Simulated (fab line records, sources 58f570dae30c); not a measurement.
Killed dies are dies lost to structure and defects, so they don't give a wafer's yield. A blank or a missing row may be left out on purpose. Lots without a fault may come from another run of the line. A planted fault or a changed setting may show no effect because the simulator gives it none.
fab line records | flow berkeley_cmos170
record lots=6 wafers=18 last_day=11
route steps=331 shown SDANNEAL@205 PSD@206 NSD@207 PLDD@208 NLDD@209 SILICIDE@210 CONTACT@216
lots that met no fault: from a run of the same line without faults
start_h: hours from the record's first day to the start of the lot's first wafer shown | wait_h: hours since the lot's step before | " the same as in the row above | L1.1+2: a row that stands for several wafers | - no value, or no start given | * or withheld: withheld | < > ~ a bound
route shown NAME@n: a module of which the file shows steps, and the number in the route of the first | usual: mean/standard deviation of fault-free wafers | same: alike in all rows | chamber/n: place in a boat | sites: the reading at each site | _std_site: their standard deviation | _edge_site: outer sites' mean less inner sites' | radius_mm: how far each site lies from the wafer's centre | mask NAME#n: copy n | behind: the tool/chamber that last shaped the wafer | hold: why the lot was held/for how many hours/how that ended | device: the transistor (n, p or np) that didn't switch | end of line: the same wafers' tests at the end of the route | a step without rows: its recipe alone | killed: dies lost to structure and defects at the first sort, not the wafer's yield | map: a wafer's dies, x killed, . not, _ none there
set.NAME: the setting as run; set.NAME@STEP: as run at that earlier step | model.NAME: the simulator's own value behind a step, which no gauge read
lots at some steps of the route; a table a step, a row a wafer
services: from which hour (start_h, from the record's first day; less than 0 if before it) a tool's chamber was out of use, for how many hours, and why
## steps
# step UCB170_SDANNEAL_RTA_01
# recipe temp_c=1050 time_s=5 ambient=N2
# usual lamp_power_pct=38.0/1.8 wafer_temp_C_max=1054.2/1.1
# columns lot.wafer tool chamber start_h wait_h lamp_power_pct wafer_temp_C_max
L333.3 rtp_anneal-02 0 179.81 0.1 36.2 1054.6
L333.4 " 0 " " 36.1 1055.6
L333.5 " 0 " " 36.2 1055.2
L339.1 rtp_anneal-01 0 190.69 0.1 39.7 1054.7
L339.4 " 0 " " 39.8 1053.6
L339.5 " 0 " " 39.8 1054.5
L344.2 rtp_anneal-02 0 221.15 0.1 36.2 1057.5
L344.5 " 0 " " 36.2 1054.5
L344.6 " 0 " " 36.1 1053.4
L346.1 rtp_anneal-01 0 236.52 0.1 39.8 1053.5
L346.3 " 0 " " 39.8 1052.4
L346.5 " 0 " " 39.8 1054.1
L349.3 rtp_anneal-02 0 236.54 0.1 36.1 1054.7
L349.4 " 0 " " 36.2 1055.6
L349.6 " 0 " " 36.2 1053.8
L350.3 rtp_anneal-02 0 248.20 0.1 36.2 1056.1
L350.4 " 0 " " 36.2 1056.8
L350.6 " 0 " " 36.2 1056.4
# step UCB170_SDANNEAL_RS_MEAS_02
# recipe thk_meas_gauge=four-point-probe
# usual PSD_RS=75.57/0.26
# columns lot.wafer tool chamber start_h wait_h PSD_RS[ohm/sq]
L333.3 film_metro-02 - 179.89 0.1 75.59
L333.4 " - " " 75.93
L333.5 " - " " 75.60
L339.1 film_metro-03 - 190.74 0.0 75.04
L339.4 " - " " 75.38
L339.5 " - " " 75.04
L344.2 film_metro-02 - 221.22 0.1 76.23
L344.5 " - " " 75.81
L344.6 " - " " 75.52
L346.1 film_metro-03 - 236.58 0.0 75.43
L346.3 " - " " 75.49
L346.5 " - " " 75.28
L349.3 film_metro-04 - 236.62 0.1 75.04
L349.4 " - " " 75.40
L349.6 " - " " 75.62
L350.3 film_metro-02 - 248.28 0.1 75.61
L350.4 " - " " 75.64
L350.6 " - " " 75.82
# step UCB170_SDANNEAL_RS_MEAS_03
# recipe thk_meas_gauge=four-point-probe
# usual NSD_RS=37.25/0.088
# columns lot.wafer tool chamber start_h wait_h NSD_RS[ohm/sq]
L333.3 film_metro-02 - 180.01 0.1 37.21
L333.4 " - " " 37.28
L333.5 " - " " 37.32
L339.1 film_metro-03 - 190.86 0.1 37.07
L339.4 " - " " 37.06
L339.5 " - " " 37.07
L344.2 film_metro-02 - 221.34 0.1 37.17
L344.5 " - " " 37.23
L344.6 " - " " 37.22
L346.1 film_metro-03 - 236.70 0.1 37.32
L346.3 " - " " 37.30
L346.5 " - " " 37.34
L349.3 film_metro-04 - 236.74 0.1 37.24
L349.4 " - " " 37.24
L349.6 " - " " 37.40
L350.3 film_metro-02 - 248.40 0.1 37.32
L350.4 " - " " 37.47
L350.6 " - " " 37.42
# step UCB170_SDANNEAL_RS_MEAS_04
# recipe thk_meas_gauge=four-point-probe
# usual PLDD_RS=1031/3.1
# columns lot.wafer tool chamber start_h wait_h PLDD_RS[ohm/sq]
L333.3 film_metro-02 - 180.13 0.1 1035
L333.4 " - " " 1031
L333.5 " - " " 1032
L339.1 film_metro-03 - 190.98 0.1 1030
L339.4 " - " " 1031
L339.5 " - " " 1030
L344.2 film_metro-02 - 221.46 0.1 1028
L344.5 " - " " 1028
L344.6 " - " " 1030
L346.1 film_metro-03 - 236.82 0.1 1031
L346.3 " - " " 1031
L346.5 " - " " 1031
L349.3 film_metro-04 - 236.86 0.1 1034
L349.4 " - " " 1033
L349.6 " - " " 1035
L350.3 film_metro-02 - 248.52 0.1 1033
L350.4 " - " " 1034
L350.6 " - " " 1034
# step UCB170_SDANNEAL_RS_MEAS_05
# recipe thk_meas_gauge=four-point-probe
# usual NLDD_RS=616.4/1.4
# columns lot.wafer tool chamber start_h wait_h NLDD_RS[ohm/sq]
L333.3 film_metro-02 - 180.25 0.1 614.6
L333.4 " - " " 614.4
L333.5 " - " " 614.6
L339.1 film_metro-03 - 191.10 0.1 615.7
L339.4 " - " " 615.9
L339.5 " - " " 618.0
L344.2 film_metro-02 - 221.58 0.1 618.6
L344.5 " - " " 618.1
L344.6 " - " " 619.6
L346.1 film_metro-03 - 236.94 0.1 616.0
L346.3 " - " " 616.1
L346.5 " - " " 616.0
L349.3 film_metro-04 - 236.98 0.1 616.3
L349.4 " - " " 615.2
L349.6 " - " " 615.6
L350.3 film_metro-02 - 248.64 0.1 618.2
L350.4 " - " " 618.1
L350.6 " - " " 616.8
# step UCB170_SILICIDE_PRE_CLEAN_00
# recipe gas=Ar preclean_etch_time_s=60
# step UCB170_SILICIDE_SPUTTER_01
# recipe material=Ti target_thk_nm=30 time_s=25 power_w=1500 chamber_pressure_pa=0.5
# step UCB170_SILICIDE_RS_MEAS_02
# recipe thk_meas_gauge=four-point-probe reads=Ti_of_SILICIDE_SPUTTER_01
# usual SILICIDE_TI_RS=26.3/0.34
# columns lot.wafer tool chamber start_h wait_h SILICIDE_TI_RS[ohm/sq]
L333.3 film_metro-01 - 180.47 0.1 26.1
L333.4 " - " " 26.3
L333.5 " - " " 26.0
L339.1 film_metro-01 - 191.32 0.0 25.9
L339.4 " - " " 26.2
L339.5 " - " " 26.2
L344.2 film_metro-02 - 221.79 0.0 26.5
L344.5 " - " " 26.0
L344.6 " - " " 25.8
L349.3 film_metro-01 - 237.20 0.1 26.1
L349.4 " - " " 26.1
L349.6 " - " " 26.0
L346.1 film_metro-02 - 237.24 0.1 26.5
L346.3 " - " " 26.3
L346.5 " - " " 26.7
L350.3 film_metro-01 - 248.86 0.1 26.5
L350.4 " - " " 27.2
L350.6 " - " " 26.3
# step UCB170_SILICIDE_THK_MEAS_03
# recipe thk_meas_gauge=xrf reads=Ti_of_SILICIDE_SPUTTER_01
# usual SILICIDE_TI_THK=29.2/0.38
# columns lot.wafer tool chamber start_h wait_h SILICIDE_TI_THK[nm]
L333.3 film_metro-01 - 180.57 0.1 29.4
L333.4 " - " " 29.2
L333.5 " - " " 29.4
L339.1 film_metro-01 - 191.44 0.1 29.6
L339.4 " - " " 29.2
L339.5 " - " " 29.2
L344.2 film_metro-02 - 221.90 0.1 29.0
L344.5 " - " " 29.5
L344.6 " - " " 29.9
L349.3 film_metro-01 - 237.30 0.1 29.2
L349.4 " - " " 29.3
L349.6 " - " " 29.3
L346.1 film_metro-02 - 237.36 0.1 29.1
L346.3 " - " " 29.6
L346.5 " - " " 28.9
L350.3 film_metro-01 - 248.96 0.1 28.9
L350.4 " - " " 28.5
L350.6 " - " " 29.2
# step UCB170_SILICIDE_RTA_04
# recipe temp_c=650 time_s=15 ambient=N2
# step UCB170_SILICIDE_WET_ETCH_05
# recipe chemistry=SPM time_s=45 temp_c=120 target=Ti
# step UCB170_CONTACT_CLEAN_00
# recipe chemistry=SPM temp_c=120 time_s=600
# step UCB170_CONTACT_CVD_01
# recipe material=PSG target_thk_nm=700 temp_c=450 precursor=SiH4/O2/PH3 time_s=2820 pressure_mtorr=300 sih4_flow_sccm=60 o2_flow_sccm=90 ph3_flow_sccm=25
# usual susceptor_temp_C=450.03/0.22
# columns lot.wafer tool chamber start_h wait_h susceptor_temp_C model.PSG_of_CONTACT_CVD_01.thk_nm
L333.3 lpcvd-02 1 181.13 0.3 449.67 699.9
L333.4 " 1 " " 449.64 705.4
L333.5 " 1 " " 449.81 701.3
L339.1 lpcvd-01 1 193.67 1.9 449.98 693.1
L339.4 " 1 " " 449.80 702
L339.5 " 1 " " 450.06 697.1
L344.2 lpcvd-02 0 222.22 0.0 450.04 859.8
L344.5 " 0 " " 449.78 857.7
L344.6 " 0 " " 449.81 859.1
L349.3 lpcvd-01 1 237.61 0.0 450.14 707.2
L349.4 " 1 " " 450.13 704.8
L349.6 " 1 " " 450.67 705.7
L346.1 lpcvd-02 1 238.95 1.1 450.01 866.6
L346.3 " 1 " " 449.91 864
L346.5 " 1 " " 450.09 861
L350.3 lpcvd-01 0 249.27 0.0 449.96 688.5
L350.4 " 0 " " 449.96 693.2
L350.6 " 0 " " 450.15 690.1
# step UCB170_CONTACT_THK_MEAS_02
# recipe reads=PSG_of_CONTACT_CVD_01
# usual CONTACT_PSG_THK=697/7.9
# columns lot.wafer tool chamber start_h wait_h hold CONTACT_PSG_THK[nm]
L333.3 film_metro-01 - 183.83 0.0 - 700
L333.4 " - " " - 706
L333.5 " - " " - 701
L339.1 film_metro-03 - 196.34 0.0 - 693
L339.4 " - " " - 702
L339.5 " - " " - 697
L344.2 film_metro-02 - 224.91 0.0 await_dispo/0.2h/release 860
L344.5 " - " " await_dispo/0.2h/release 857
L344.6 " - " " await_dispo/0.2h/release 859
L344.2 film_metro-02 - 225.14 0.2 - 860
L344.5 " - " " - 858
L344.6 " - " " - 858
L349.3 film_metro-03 - 239.41 0.0 - 707
L349.4 " - " " - 705
L349.6 " - " " - 706
L346.1 film_metro-03 - 241.63 0.0 await_dispo/0.2h/release 866
L346.3 " - " " await_dispo/0.2h/release 864
L346.5 " - " " await_dispo/0.2h/release 862
L346.1 film_metro-03 - 241.85 0.2 - 866
L346.3 " - " " - 864
L346.5 " - " " - 862
L350.3 film_metro-03 - 251.07 0.0 - 689
L350.4 " - " " - 693
L350.6 " - " " - 689
# step UCB170_CONTACT_COAT_04
# recipe resist=KrF spin_rpm=1500 resist_thk_nm=900
# step UCB170_CONTACT_SOFTBAKE_05
# recipe resist=KrF temp_c=130 time_s=60
# step UCB170_CONTACT_STRIP_06
# recipe chemistry=O2 power_w=400 pressure_mtorr=3500 platen_temp_c=withheld o2_flow_sccm=400 overash_fraction=0.5
# usual chamber_pressure_mTorr=3500/3.1 drypump_motor_current_A=6.1/0.42 oes_product_au=0.734/0.0043 strip_time_to_endpoint_s=21.95/0.061
# columns lot.wafer tool chamber start_h wait_h chamber_pressure_mTorr drypump_motor_current_A oes_product_au rf_hours_counter_h strip_time_to_endpoint_s
L333.3 plasma_asher-01 0 184.69 0.1 3497 6.3 0.740 - 21.92
L333.4 " 1 " " 3498 6.0 0.743 - 21.95
L333.5 " 1 " " 3502 6.0 0.731 - 21.88
L339.1 plasma_asher-01 0 196.85 0.1 3505 6.3 0.733 50 21.93
L339.4 " 0 " " 3496 6.3 0.738 - 21.88
L339.5 " 1 " " 3503 6.0 0.732 - 21.89
L344.2 plasma_asher-01 0 230.41 0.1 3499 6.3 0.729 54 21.98
L344.5 " 0 " " 3495 6.3 0.740 - 22.02
L344.6 " 1 " " 3502 6.0 0.732 - 22.07
L349.3 plasma_asher-01 1 239.94 0.1 3501 6.0 0.736 - 21.95
L349.4 " 0 " " 3501 6.3 0.735 - 22.00
L349.6 " 0 " " 3496 6.3 0.733 - 22.00
L346.1 plasma_asher-01 0 246.15 0.1 3502 6.3 0.732 56 21.85
L346.3 " 1 " " 3498 6.0 0.738 - 21.80
L346.5 " 0 " " 3499 6.3 0.733 - 21.87
L350.3 plasma_asher-03 1 251.60 0.1 3499 6.6 0.737 - 21.89
L350.4 " 0 " " 3500 5.3 0.746 - 21.90
L350.6 " 1 " " 3498 6.6 0.733 - 21.89
# step UCB170_CONTACT_CLEAN_07
# recipe chemistry=SPM temp_c=120 time_s=600
# step UCB170_CONTACT_RTA_08
# recipe temp_c=900 time_s=10 ambient=N2
# usual lamp_power_pct=24.7/1.2 wafer_temp_C_max=903.7/0.94
# columns lot.wafer tool chamber start_h wait_h lamp_power_pct wafer_temp_C_max
L333.3 rtp_anneal-02 0 185.02 0.1 23.5 903.7
L333.4 " 0 " " 23.4 903.5
L333.5 " 0 " " 23.4 904.0
L339.1 rtp_anneal-01 0 197.14 0.0 25.7 903.1
L339.4 " 0 " " 25.7 903.1
L339.5 " 0 " " 25.8 903.0
L344.2 rtp_anneal-02 0 230.69 0.0 23.4 903.1
L344.5 " 0 " " 23.4 905.0
L344.6 " 0 " " 23.4 905.4
L349.3 rtp_anneal-02 0 240.20 0.0 23.4 903.5
L349.4 " 0 " " 23.4 904.5
L349.6 " 0 " " 23.5 903.3
L346.1 rtp_anneal-01 0 246.58 0.0 25.8 902.7
L346.3 " 0 " " 25.7 903.0
L346.5 " 0 " " 25.7 904.2
L350.3 rtp_anneal-02 0 252.70 0.0 23.4 903.0
L350.4 " 0 " " 23.4 903.3
L350.6 " 0 " " 23.4 903.0
# step UCB170_CONTACT_COAT_09
# recipe resist=BARC temp_c=withheld time_s=withheld spin_rpm=3000 resist_thk_nm=withheld
# step UCB170_CONTACT_COAT_10
# recipe resist=KrF spin_rpm=1500 resist_thk_nm=900
# step UCB170_CONTACT_SOFTBAKE_11
# recipe resist=KrF temp_c=130 time_s=60
# step UCB170_CONTACT_EXPOSE_12
# recipe mask_id=CONT target_cd_nm=700 na=0.5 sigma_outer=0.6 source_shape=conventional dose_mj=35
# step UCB170_CONTACT_PEB_13
# recipe peb_temp_c=130 peb_time_s=withheld resist=KrF
# step UCB170_CONTACT_DEVELOP_14
# recipe developer=TMAH develop_time_s=45 resist=KrF dev_temp_c=21
# step UCB170_CONTACT_CD_MEAS_15
# recipe target_cd_nm=700
# usual cd_nm=699.9/1.6
# columns lot.wafer tool chamber start_h wait_h cd_nm
L333.3 cd_sem-02 - 186.66 - 700.9
L333.4 " - " " 699.3
L333.5 " - " " 702.3
L339.1 cd_sem-02 - 198.38 - 700.6
L339.4 " - " " 700.2
L339.5 " - " " 702.0
L344.2 cd_sem-01 - 232.29 - 701.3
L344.5 " - " " 699.8
L344.6 " - " " 700.5
L349.3 cd_sem-01 - 241.13 - 698.2
L349.4 " - " " 698.3
L349.6 " - " " 699.4
L346.1 cd_sem-01 - 248.11 - 698.5
L346.3 " - " " 699.1
L346.5 " - " " 698.7
L350.3 cd_sem-01 - 253.96 - 695.9
L350.4 " - " " 694.8
L350.6 " - " " 695.1
# step UCB170_CONTACT_OVL_MEAS_16
# usual CONTACT_OVL=1/5.7
# columns lot.wafer tool chamber start_h wait_h CONTACT_OVL[nm]
L333.3 overlay-01 - 186.75 0.1 11
L333.4 " - " " 13
L333.5 " - " " 7
L339.1 overlay-01 - 198.50 0.1 -2
L339.4 " - " " 9
L339.5 " - " " 4
L344.2 overlay-02 - 232.39 0.1 -3
L344.5 " - " " 2
L344.6 " - " " -2
L349.3 overlay-01 - 241.22 0.1 6
L349.4 " - " " 6
L349.6 " - " " 3
L346.1 overlay-01 - 248.23 0.1 6
L346.3 " - " " 14
L346.5 " - " " 18
L350.3 overlay-01 - 254.05 0.1 1
L350.4 " - " " 1
L350.6 " - " " -4
# step UCB170_CONTACT_ETCH_17
# recipe chemistry=N2/H2 target_depth_a=withheld overetch_a=withheld target=BARC time_s=withheld source_w=500 bias_w=100 pressure_mtorr=30 n2_flow_sccm=100 h2_flow_sccm=200
# usual bias_w=100.0/0.31 chamber_pressure_mTorr=30.001/0.028 drypump_motor_current_A=5.7/0.63 h2_flow_sccm=200.0/0.62 oes_product_au=0.997/0.02 throttle_valve_pct=13.29/0.12
# columns lot.wafer tool chamber start_h wait_h bias_w chamber_pressure_mTorr drypump_motor_current_A h2_flow_sccm oes_product_au throttle_valve_pct
L333.3 rie_diel-02 1 186.77 0.0 99.7 30.025 6.4 198.8 1.008 13.41
L333.4 " 1 " " 99.7 30.030 6.4 199.2 1.000 13.41
L333.5 " 3 " " 100.0 30.044 4.9 199.2 0.991 13.02
L339.1 rie_diel-03 1 198.54 0.0 100.4 30.068 5.8 199.6 1.013 13.25
L339.4 " 2 " " 99.3 30.001 4.8 200.3 0.976 13.24
L339.5 " 2 " " 99.9 29.994 4.8 199.9 0.979 13.23
L344.2 rie_diel-02 2 232.42 0.0 100.4 29.997 5.5 200.7 0.996 13.29
L344.5 " 2 " " 100.0 30.002 5.5 200.0 0.987 13.28
L344.6 " 1 " " 99.8 30.001 6.4 199.9 1.004 13.40
L349.3 rie_diel-04 3 241.24 0.0 99.5 29.944 6.6 198.7 0.964 13.28
L349.4 " 0 " " 100.1 29.940 5.9 199.7 0.990 13.24
L349.6 " 2 " " 100.1 29.964 6.4 199.3 0.984 13.36
L346.1 rie_diel-03 1 248.27 0.0 100.1 30.032 5.7 199.1 0.995 13.24
L346.3 " 3 " " 99.9 29.994 5.2 200.2 1.054 13.52
L346.5 " 1 " " 99.9 30.035 5.8 199.6 1.001 13.24
L350.3 rie_diel-04 2 254.08 0.0 99.6 29.990 6.3 200.2 0.982 13.35
L350.4 " 0 " " 99.8 29.948 5.9 199.5 0.985 13.23
L350.6 " 3 " " 99.9 29.993 6.6 200.4 0.968 13.26
# step UCB170_CONTACT_ETCH_18
# recipe chemistry=CHF3/CF4/Ar target=PSG stop_on=TiSi2 CHF3_flow_sccm=45 cf4_flow_sccm=15 Ar_flow_sccm=150 pressure_mtorr=200 rf_w=700 target_depth_a=8400 over_etch_frac=0.2 time_s=195
# usual chamber_pressure_mTorr=199.98/0.17 drypump_motor_current_A=5.7/0.64 oes_product_au=0.887/0.017 throttle_valve_pct=6.92/0.095
# columns lot.wafer tool chamber start_h wait_h chamber_pressure_mTorr drypump_motor_current_A oes_product_au rf_hours_counter_h throttle_valve_pct model.etch.depth_nm model.CONTACT.feature_depth_nm
L333.3 rie_diel-02 1 - - 200.04 6.4 0.896 44 7.02 699.9 699.9
L333.4 " 1 " " 199.82 6.4 0.891 - 7.02 705.4 705.4
L333.5 " 3 " " 200.06 4.9 0.889 - 6.83 701.3 701.3
L339.1 rie_diel-03 1 - - 200.19 5.7 0.886 19 6.82 693.1 693.1
L339.4 " 2 " " 199.90 4.8 0.882 - 6.88 702 702
L339.5 " 2 " " 199.70 4.8 0.870 - 6.87 697.1 697.1
L344.2 rie_diel-02 2 - - 200.32 5.5 0.989 2 6.89 840.9 840.9
L344.5 " 2 " " 199.73 5.5 0.983 - 6.90 838.9 838.9
L344.6 " 1 " " 199.97 6.4 0.991 - 7.01 844.3 844.3
L349.3 rie_diel-04 3 - - 199.89 6.6 0.876 7 6.91 707.2 707.2
L349.4 " 0 " " 199.96 5.9 0.875 - 6.95 704.8 704.8
L349.6 " 2 " " 199.97 6.4 0.890 - 6.87 705.7 705.7
L346.1 rie_diel-03 1 - - 199.58 5.7 0.999 22 6.83 835 835
L346.3 " 3 " " 200.16 5.2 1.034 23 7.16 838.9 838.9
L346.5 " 1 " " 199.90 5.7 1.003 - 6.81 835.2 835.2
L350.3 rie_diel-04 2 - - 199.99 6.3 0.873 14 6.86 688.5 688.5
L350.4 " 0 " " 200.02 5.9 0.873 - 6.93 693.2 693.2
L350.6 " 3 " " 199.98 6.6 0.850 - 6.92 690.1 690.1
# step UCB170_CONTACT_STRIP_19
# recipe chemistry=O2 power_w=400 pressure_mtorr=3500 platen_temp_c=withheld o2_flow_sccm=400 overash_fraction=0.5
# usual chamber_pressure_mTorr=3500/4.3 drypump_motor_current_A=6.1/0.38 oes_product_au=0.725/0.0046
# columns lot.wafer tool chamber start_h wait_h chamber_pressure_mTorr drypump_motor_current_A oes_product_au rf_hours_counter_h
L333.3 plasma_asher-03 1 186.97 - 3497 6.5 0.720 -
L333.4 " 0 " " 3497 5.3 0.731 -
L333.5 " 0 " " 3497 5.4 0.733 -
L339.1 plasma_asher-01 1 198.79 - 3496 6.0 0.729 51
L339.4 " 0 " " 3496 6.3 0.721 -
L339.5 " 1 " " 3500 5.9 0.728 -
L344.2 plasma_asher-01 1 232.59 - 3502 5.9 0.728 54
L344.5 " 0 " " 3503 6.3 0.730 -
L344.6 " 1 " " 3496 6.0 0.721 -
L349.3 plasma_asher-03 0 241.44 - 3505 5.4 0.724 -
L349.4 " 1 " " 3504 6.5 0.730 -
L349.6 " 1 " " 3494 6.5 0.728 -
L346.1 plasma_asher-01 1 248.43 - 3497 6.0 0.735 56
L346.3 " 0 " " 3501 6.3 0.728 -
L346.5 " 1 " " 3499 6.0 0.717 -
L350.3 plasma_asher-01 1 254.28 - 3500 6.0 0.728 -
L350.4 " 0 " " 3501 6.3 0.724 -
L350.6 " 0 " " 3506 6.3 0.729 -
## services
# columns tool chamber start_h hours kind
rie_diel-02 2 179.80 - clean
rie_diel-02 2 179.80 17.4 scheduled_down
rie_diel-02 2 179.80 17.4 vent_cycle
rie_diel-02 0 194.72 9.8 repair
rie_diel-03 3 194.79 9.0 repair
rie_diel-02 0 208.05 4.4 repair
rtp_anneal-02 - 209.11 0.9 pm
rie_diel-02 0 226.92 6.6 repair
rie_diel-04 1 231.33 8.4 repair
rie_diel-04 1 239.77 - clean
rie_diel-04 1 239.77 21.5 scheduled_down
rie_diel-04 1 239.77 21.5 vent_cycle
rie_diel-03 - 251.40 0.1 repair
## key
first_sign step=UCB170_CONTACT_THK_MEAS_02 reading=visit direction=added
effect step=UCB170_CONTACT_THK_MEAS_02 reading=CONTACT_PSG_THK direction=up sigmas=21 usual=697 struck=861
effect step=UCB170_CONTACT_ETCH_18 reading=oes_product_au direction=up sigmas=6.5 usual=0.887 struck=1.000
model_effect step=UCB170_CONTACT_CVD_01 value=PSG_of_CONTACT_CVD_01.thk_nm without=686.4 struck=861.4
model_effect step=UCB170_CONTACT_ETCH_18 value=etch.depth_nm without=686.4 struck=838.9
met_at UCB170_CONTACT_CVD_01
struck_wafers L344.2,L344.5,L344.6,L346.1,L346.3,L346.5
later_rows_left_out L344.2,L344.5,L344.6,L346.1,L346.3,L346.5
sort_left_out L344.2,L344.5,L344.6,L346.1,L346.3,L346.5
tester_left_out L344,L346
onset_between 181.13 222.22
fault kind=process_parameter_drift tool=lpcvd-02 chamber=- onset_h=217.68 steps=UCB170_CONTACT_CVD_01 channel=target_thk_nm offset=175 shape=step end_h=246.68 acts_in=these_recipes_only stated=700
# tester_left_out: of these lots the tester's yield and bins aren't shown, on N5 and GAA mostly nor the transistor test; their killed dies are dies lost to structure and defects alone, not to doping, threshold or leakage, so they don't give the yield
# sort_left_out: the simulated sort isn't trusted on such a fault, so these wafers' sort isn't shown, and their yield isn't known
# later_rows_left_out: the simulator's readings of these wafers behind a module that went badly wrong aren't trusted and aren't shown, but for the sort
